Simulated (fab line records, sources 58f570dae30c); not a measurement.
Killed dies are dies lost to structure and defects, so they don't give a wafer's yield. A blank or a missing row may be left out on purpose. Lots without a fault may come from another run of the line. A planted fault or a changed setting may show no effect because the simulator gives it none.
Problem report in the 8D (eight disciplines) form, filled by code | flow berkeley_cmos170 | the parts of the form that need people (team, actions taken, sign-off) are left out

1. THE PROBLEM
beam_energy_keV at UCB170_PVT_IMPLANT_07 reads a mean of 28.944 on 6 wafers of 2 lots; wafers without a fault read 30.001 with a standard deviation of 0.0085. That is -99 or more standard deviations from the usual mean.
First seen on wafer L610.2, day 11 06:37, on implanter-01. The record holds 42 wafers of 14 lots with a number at this step. Rule for "out", or "out of limits": more than 4 standard deviations from the usual mean. The other wafers with a number count as sound.

2. WHAT IT IS AND WHAT IT IS NOT
question                    | is                     | is not
which readings at this step | beam_energy_keV        | dose_ions_cm2
which lots                  | L610, L612             | L591, L592, L593, L594, L595, L596, L597, L598, L599, L603, L604, L613
which wafers of those lots  | all that have a number | -
read on which tools         | implanter-01           | implanter-02, implanter-03
when                        | from day 11 06:37      | up to then (36 sound wafers)

3. SUSPECTS, AND WHAT RULES EACH OUT
Counting: a tool at a process step up to the reading stays a suspect if it ran every lot that is out and no sound lot after the first of them.
- implanter-01 at UCB170_PVT_IMPLANT_07: kept. It ran every lot that is out, first L610 (day 11 06:37), and no sound lot after that; its last sound lot up to then is L597 (day 8 08:04). Its own readings are out on those wafers: beam_energy_keV.
Left after counting: implanter-01 at UCB170_PVT_IMPLANT_07.

4. THE CAUSE (what the simulator had put in)
Process parameter drift: implanter-01, from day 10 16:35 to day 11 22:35, at UCB170_PVT_IMPLANT_07. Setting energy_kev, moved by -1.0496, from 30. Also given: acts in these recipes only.
Counting left only this tool.

5. THE CHAIN OF EFFECTS, in route order
Each row: a reading whose mean over the struck wafers that have a number lies more than 3 standard deviations from the usual. Only readings for which the record gives a usual standard deviation are gone through. hours: the time from each lot's start at the first step in this table that gives one to its start at this step, as a median over the lots. sigmas: the change in usual standard deviations.
hours | step                  | reading         | usual  | on struck wafers | change | sigmas
0     | UCB170_PVT_IMPLANT_07 | beam_energy_keV | 30.001 | 28.944           | -1.057 | -99 or more
The process steps in it:
- UCB170_PVT_IMPLANT_07
Later measuring or inspecting steps at which every struck wafer that the step has a row for has a number for every such reading, and none has moved that far: UCB170_V2_OVL_MEAS_13.

6. WHAT WOULD HAVE CAUGHT IT SOONER
In this record the first reading out of limits was taken at day 11 06:37, 14 hours after the fault began at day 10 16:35.
